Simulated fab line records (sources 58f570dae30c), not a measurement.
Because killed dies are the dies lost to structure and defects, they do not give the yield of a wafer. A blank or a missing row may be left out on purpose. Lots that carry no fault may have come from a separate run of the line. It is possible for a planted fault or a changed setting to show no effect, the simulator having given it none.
Which tool did it? ; flow berkeley-cmos170 ; 14 lots with 42 wafers sampled at 5 steps, on a route of 331 steps

WHAT THE GAUGES SHOWED, per wafer
UCB170_PWELL_TW_MEAS_17.
lot;measured;on;PWELL_TW
L454;day 3 07:46;film-metro-02;380.0 376.6 378.2
L456;day 3 16:29;film-metro-02;377.0 376.5 377.2
L455;day 3 16:43;film-metro-04;380.1 379.1 381.2
L457;day 4 02:03;film-metro-01;378.3 377.2 376.6
L458;day 4 07:22;film-metro-04;378.1 378.3 379.0
L459;day 4 07:22;film-metro-02;375.6 375.7 376.7
L461;day 4 18:07;film-metro-02;379.5 376.2 378.6
L463;day 5 04:25;film-metro-02;376.5 378.1 375.2
L467;day 6 00:30;film-metro-04;381.0 378.9 378.3
L465;day 6 00:32;film-metro-02;377.1 377.4 377.4
L466;day 6 00:46;film-metro-01;380.1 381.0 380.7
L471;day 7 03:11;film-metro-01;381.7 378.1 379.6
L474;day 7 20:23;film-metro-01;379.4 378.8 381.1
L477;day 8 06:50;film-metro-04;380.8 380.5 379.8

UCB170_PFIELD_OVL_MEAS_06.
lot;measured;on;PFIELD_OVL (nm)
L454;day 5 01:02;overlay-02;8 0 -8
L456;day 5 01:00;overlay-01;-5 -8 -3
L455;day 5 01:19;overlay-01;9 -2 16
L457;day 5 15:16;overlay-01;8 6 9
L458;day 5 15:32;overlay-02;2 3 -7
L459;day 5 15:34;overlay-01;4 3 -7
L461;day 6 07:10;overlay-02;-2 -1 -5
L463;day 6 13:25;overlay-01;-6 -1 2
L467;day 7 13:30;overlay-01;-9 -6 -3
L465;day 7 13:44;overlay-01;3 -4 7
L466;day 7 13:15;overlay-01;-1 -3 -8
L471;day 8 19:52;overlay-01;-7 -6 -3
L474;day 9 05:45;overlay-02;-8 -3 -5
L477;day 9 20:44;overlay-02;-4 -9 2

UCB170_PVT_TW_MEAS_09.
lot;measured;on;PVT_TW
L454;day 6 15:07;film-metro-02;507.6 507.1 507.6
L456;day 6 15:19;film-metro-02;506.3 504.7 508.6
L455;day 6 15:16;film-metro-01;510.8 511.4 509.6
L457;day 7 06:03;film-metro-02;507.4 509.2 509.2
L458;day 7 05:48;film-metro-02;508.5 508.2 508.0
L459;day 7 05:53;film-metro-04;509.4 509.1 506.9
L461;day 8 01:59;film-metro-01;510.6 512.1 510.8
L463;day 8 01:44;film-metro-02;506.9 502.4 507.6
L467;day 9 01:22;film-metro-01;509.5 514.3 512.4
L465;day 9 01:05;film-metro-02;503.3 507.9 505.8
L466;day 9 01:30;film-metro-01;509.5 511.2 507.9
L471;day 10 12:49;film-metro-02;503.0 505.2 505.6
L474;day 11 07:37;film-metro-04;414.6 417.1 413.2 414.5 414.4 412.3
L477;day 11 14:58;film-metro-02;415.1 415.9 416.0 416.5 414.6 417.8

WHICH TOOL RAN EACH LOT (tool, then ch and the chambers of the sampled wafers, then the start)
lot;UCB170_PVT_IMPLANT_07;UCB170_PVT_STRIP_08
L454;implanter-04 ch 0, day 6 14:52;plasma-asher-04 ch 0,1, day 6 15:01
L456;implanter-04 ch 0, day 6 15:04;plasma-asher-01 ch 1, day 6 15:13
L455;implanter-03 ch 0, day 6 15:02;plasma-asher-02 ch 0,1, day 6 15:09
L457;implanter-04 ch 0, day 7 05:48;plasma-asher-01 ch 1, day 7 05:57
L458;implanter-03 ch 0, day 7 05:35;plasma-asher-01 ch 0,1, day 7 05:43
L459;implanter-01 ch 0, day 7 05:40;plasma-asher-02 ch 0,1, day 7 05:48
L461;implanter-03 ch 0, day 8 01:44;plasma-asher-04 ch 0,1, day 8 01:53
L463;implanter-01 ch 0, day 8 01:31;plasma-asher-04 ch 0,1, day 8 01:38
L467;implanter-01 ch 0, day 9 01:09;plasma-asher-01 ch 0,1, day 9 01:16
L465;implanter-03 ch 0, day 9 00:50;plasma-asher-04 ch 0,1, day 9 00:59
L466;implanter-03 ch 0, day 9 01:17;plasma-asher-02 ch 0,1, day 9 01:25
L471;implanter-01 ch 0, day 10 12:35;plasma-asher-01 ch 0,1, day 10 12:42
L474;implanter-03 ch 0, day 11 07:22;plasma-asher-04 ch 0,1, day 11 07:31
L477;implanter-03 ch 0, day 11 14:44;plasma-asher-02 ch 0,1, day 11 14:52
- UCB170_PVT_IMPLANT_07
- UCB170_PVT_STRIP_08: strips in O2.

WHAT THE TOOLS THEMSELVES READ (means of the sampled wafers that have a number; where no wafer has one, the mark that the record gives instead)
UCB170_PVT_IMPLANT_07.
lot;tool;dose-ions-cm2;faraday-current-uA
L454;implanter-04;2.0018e+12;6.36
L456;implanter-04;2.0028e+12;6.42
L455;implanter-03;2.0000e+12;6.30
L457;implanter-04;2.0006e+12;6.29
L458;implanter-03;2.0008e+12;6.29
L459;implanter-01;1.9974e+12;6.22
L461;implanter-03;2.0007e+12;6.28
L463;implanter-01;1.9993e+12;6.25
L467;implanter-01;1.9961e+12;6.39
L465;implanter-03;2.0012e+12;6.52
L466;implanter-03;2.0036e+12;6.37
L471;implanter-01;2.0011e+12;6.25
L474;implanter-03;1.0606e+12;3.42
L477;implanter-03;1.0593e+12;3.35

UCB170_PVT_STRIP_08.
lot;tool;drypump-motor-current-A (A);oes-product-au (a.u.);strip-time-to-endpoint-s (s)
L454;plasma-asher-04;5.9;0.734;21.65
L456;plasma-asher-01;5.6;0.736;21.72
L455;plasma-asher-02;6.3;0.734;21.68
L457;plasma-asher-01;5.6;0.730;21.65
L458;plasma-asher-01;5.2;0.734;21.75
L459;plasma-asher-02;6.3;0.733;21.59
L461;plasma-asher-04;5.9;0.731;21.66
L463;plasma-asher-04;5.7;0.736;21.70
L467;plasma-asher-01;5.2;0.731;21.70
L465;plasma-asher-04;5.8;0.735;21.54
L466;plasma-asher-02;6.5;0.736;21.70
L471;plasma-asher-01;5.2;0.735;21.58
L474;plasma-asher-04;5.7;0.730;21.69
L477;plasma-asher-02;6.5;0.726;21.55

THE ANSWER, worked out from the rows above alone
Rule: what is usual is taken from the lots themselves. Put in order of their means at a reading, lots are off if they are a third of the lots or fewer, leave a main group of 4 or more, and stand apart from it by a gap of 3 or more times the standard deviation of the main group's means; of several such gaps the widest counts. If all means in a main group match to the digits the tables above print for the reading, that group is not used. Also off: a lot with no number at a reading for which 4 or more lots have one. Any other lot the step has rows for is counted as sound. First the gauges in route order, then the tools' own readings, where a lot's mean is used as printed above. The first step at which some lot is off is used, and at that step the reading that is off furthest; a lot without a number counts as furthest.
Off: at UCB170_PVT_TW_MEAS_09 (PVT_TW), L474, L477. For the main group the mean is 508.2 and the standard deviation 2.3.
A tool fits if, at a process step before that reading, it ran every lot that is off, and no sound lot after the first of them. The gauges at UCB170_PVT_TW_MEAS_09 aren't tried: what is off there is off at UCB170_PVT_IMPLANT_07 too, on other tools, and a gauge's error can't cause that. One fits: UCB170_PVT_IMPLANT_07 on implanter-03. A fault onset in the window from L466 (day 9 01:17, its last sound lot) to L474 (day 11 07:22, its first lot off) fits.
The tool's own readings at UCB170_PVT_IMPLANT_07 bear it out: on the lots that are off they differ by more than 5 times the standard deviation of the sound lots' means. dose-ions-cm2 reads 1.0600e+12 there against 2.0004e+12 on the sound lots; faraday-current-uA reads 3.38 there against 6.33 on the sound lots.

WHAT WAS PUT IN BY THE SIMULATOR
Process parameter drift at UCB170_PVT_IMPLANT_07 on implanter-03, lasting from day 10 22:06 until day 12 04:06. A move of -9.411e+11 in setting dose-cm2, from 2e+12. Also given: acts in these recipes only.
Struck lots among those shown: L474, L477. This agrees with what the rule above found.
